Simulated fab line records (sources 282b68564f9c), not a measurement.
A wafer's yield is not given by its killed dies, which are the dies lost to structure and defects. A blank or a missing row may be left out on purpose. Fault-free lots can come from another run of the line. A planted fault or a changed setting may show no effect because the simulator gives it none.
Lot-split experiment / flow rit cmos / 27 wafers read from 5 lots, route of 202 steps

== THE SPLIT ITSELF ==
At RIT_FOX1_OXIDATION_00 (target thk 350.7 nm, ox time 1130 s), the setting ox time s was moved away from the recipe's 1130 s on 18 of the 27 wafers read, by -55.4% to +55.8%. All remaining wafers had this setting at the recipe value.

Between the split and the reading, the file records no step.

== THE READING ==
FOX1_OXIDE_THK in nanometres, read at RIT_FOX1_THK_MEAS_01. Typical for fault-free wafers on this fab line: 349 nm, with standard deviation 7 nm.

wafer=L075.1; tool, chamber at the split=-, -; ox time s as run, s=1760; against the recipe=+55.8%; FOX1_OXIDE_THK, nm=451; against lot-mates on the recipe=no lot-mate on the recipe
wafer=L075.2; tool, chamber at the split=-, -; ox time s as run, s=1760; against the recipe=+55.8%; FOX1_OXIDE_THK, nm=450; against lot-mates on the recipe=no lot-mate on the recipe
wafer=L075.3; tool, chamber at the split=-, -; ox time s as run, s=1760; against the recipe=+55.8%; FOX1_OXIDE_THK, nm=456; against lot-mates on the recipe=no lot-mate on the recipe
wafer=L075.4; tool, chamber at the split=-, -; ox time s as run, s=1760; against the recipe=+55.8%; FOX1_OXIDE_THK, nm=454; against lot-mates on the recipe=no lot-mate on the recipe
wafer=L075.5; tool, chamber at the split=-, -; ox time s as run, s=1760; against the recipe=+55.8%; FOX1_OXIDE_THK, nm=447; against lot-mates on the recipe=no lot-mate on the recipe
wafer=L075.6; tool, chamber at the split=-, -; ox time s as run, s=1760; against the recipe=+55.8%; FOX1_OXIDE_THK, nm=453; against lot-mates on the recipe=no lot-mate on the recipe
wafer=L077.1; tool, chamber at the split=-, -; ox time s as run, s=1722; against the recipe=+52.4%; FOX1_OXIDE_THK, nm=448; against lot-mates on the recipe=no lot-mate on the recipe
wafer=L077.2; tool, chamber at the split=-, -; ox time s as run, s=1722; against the recipe=+52.4%; FOX1_OXIDE_THK, nm=447; against lot-mates on the recipe=no lot-mate on the recipe
wafer=L077.3; tool, chamber at the split=-, -; ox time s as run, s=1722; against the recipe=+52.4%; FOX1_OXIDE_THK, nm=448; against lot-mates on the recipe=no lot-mate on the recipe
wafer=L077.4; tool, chamber at the split=-, -; ox time s as run, s=1722; against the recipe=+52.4%; FOX1_OXIDE_THK, nm=456; against lot-mates on the recipe=no lot-mate on the recipe
wafer=L077.5; tool, chamber at the split=-, -; ox time s as run, s=1722; against the recipe=+52.4%; FOX1_OXIDE_THK, nm=451; against lot-mates on the recipe=no lot-mate on the recipe
wafer=L077.6; tool, chamber at the split=-, -; ox time s as run, s=1722; against the recipe=+52.4%; FOX1_OXIDE_THK, nm=448; against lot-mates on the recipe=no lot-mate on the recipe
wafer=L078.1; tool, chamber at the split=-, -; ox time s as run, s=504.4; against the recipe=-55.4%; FOX1_OXIDE_THK, nm=218; against lot-mates on the recipe=no lot-mate on the recipe
wafer=L078.2; tool, chamber at the split=-, -; ox time s as run, s=504.4; against the recipe=-55.4%; FOX1_OXIDE_THK, nm=212; against lot-mates on the recipe=no lot-mate on the recipe
wafer=L078.3; tool, chamber at the split=-, -; ox time s as run, s=504.4; against the recipe=-55.4%; FOX1_OXIDE_THK, nm=224; against lot-mates on the recipe=no lot-mate on the recipe
wafer=L078.4; tool, chamber at the split=-, -; ox time s as run, s=504.4; against the recipe=-55.4%; FOX1_OXIDE_THK, nm=213; against lot-mates on the recipe=no lot-mate on the recipe
wafer=L078.5; tool, chamber at the split=-, -; ox time s as run, s=504.4; against the recipe=-55.4%; FOX1_OXIDE_THK, nm=218; against lot-mates on the recipe=no lot-mate on the recipe
wafer=L078.6; tool, chamber at the split=-, -; ox time s as run, s=504.4; against the recipe=-55.4%; FOX1_OXIDE_THK, nm=215; against lot-mates on the recipe=no lot-mate on the recipe
wafer=L080.4; tool, chamber at the split=furnace-03, 0; ox time s as run, s=1130; against the recipe=recipe; FOX1_OXIDE_THK, nm=345; against lot-mates on the recipe=-
wafer=L080.5; tool, chamber at the split=furnace-03, 0; ox time s as run, s=1130; against the recipe=recipe; FOX1_OXIDE_THK, nm=346; against lot-mates on the recipe=-
wafer=L080.6; tool, chamber at the split=furnace-03, 0; ox time s as run, s=1130; against the recipe=recipe; FOX1_OXIDE_THK, nm=349; against lot-mates on the recipe=-
wafer=L084.1; tool, chamber at the split=-, -; ox time s as run, s=1130; against the recipe=recipe; FOX1_OXIDE_THK, nm=345; against lot-mates on the recipe=-
wafer=L084.2; tool, chamber at the split=-, -; ox time s as run, s=1130; against the recipe=recipe; FOX1_OXIDE_THK, nm=339; against lot-mates on the recipe=-
wafer=L084.3; tool, chamber at the split=-, -; ox time s as run, s=1130; against the recipe=recipe; FOX1_OXIDE_THK, nm=337; against lot-mates on the recipe=-
wafer=L084.4; tool, chamber at the split=-, -; ox time s as run, s=1130; against the recipe=recipe; FOX1_OXIDE_THK, nm=340; against lot-mates on the recipe=-
wafer=L084.5; tool, chamber at the split=-, -; ox time s as run, s=1130; against the recipe=recipe; FOX1_OXIDE_THK, nm=338; against lot-mates on the recipe=-
wafer=L084.6; tool, chamber at the split=-, -; ox time s as run, s=1130; against the recipe=recipe; FOX1_OXIDE_THK, nm=336; against lot-mates on the recipe=-

THE FIT
A straight line over all 27 wafers: FOX1_OXIDE_THK changes by +2.12 nm for each +1% of ox time s; r = +1.00; the points scatter about the line by 5.3 nm.
Too few moved wafers have a lot-mate on the recipe to fit a line with each lot's own level taken away.

== THE WHOLE CHAIN: every reading that the file lists as answering this split, in the file's order ==
step=RIT_FOX1_OXIDATION_00; what it does=target thk 350.7 nm, ox time 1130 s; reading=SiO2_of_FOX1_OXIDATION_00.thk nm (the simulator's own value, which no gauge read); change (the file's fit)=+2.12 nm for each +1% of the setting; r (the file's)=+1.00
step=RIT_FOX1_OXIDATION_00; what it does=target thk 350.7 nm, ox time 1130 s; reading=Si3N4_of_ACTIVE_CVD_03.thk nm (the simulator's own value, which no gauge read); change (the file's fit)=-0.0464 nm for each +1% of the setting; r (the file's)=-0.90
step=RIT_FOX1_THK_MEAS_01; what it does=; reading=FOX1_OXIDE_THK; change (the file's fit)=+2.13 for each +1% of the setting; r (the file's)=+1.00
step=RIT_M1_PROBE_99; what it does=; reading=etest.nplus sal.width nm (the simulator's own value, which no gauge read); change (the file's fit)=-2.13 nm for each +1% of the setting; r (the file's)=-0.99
step=RIT_M1_PROBE_99; what it does=; reading=etest.pplus sal.width nm (the simulator's own value, which no gauge read); change (the file's fit)=-2.08 nm for each +1% of the setting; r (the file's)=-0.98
step=RIT_M1_PROBE_99; what it does=; reading=etest.pldd.width nm (the simulator's own value, which no gauge read); change (the file's fit)=-2.2 nm for each +1% of the setting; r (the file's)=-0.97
step=RIT_M1_PROBE_99; what it does=; reading=etest.nldd.width nm (the simulator's own value, which no gauge read); change (the file's fit)=-2.21 nm for each +1% of the setting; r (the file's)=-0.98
step=RIT_M1_PROBE_99; what it does=; reading=etest.nmos narrow.drive ua um (the simulator's own value, which no gauge read); change (the file's fit)=-0.443 for each +1% of the setting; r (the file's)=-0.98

== FILE'S OWN FIT ==
FOX1_OXIDE_THK changes by +2.13 nm for each +1% of ox time s, r = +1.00.
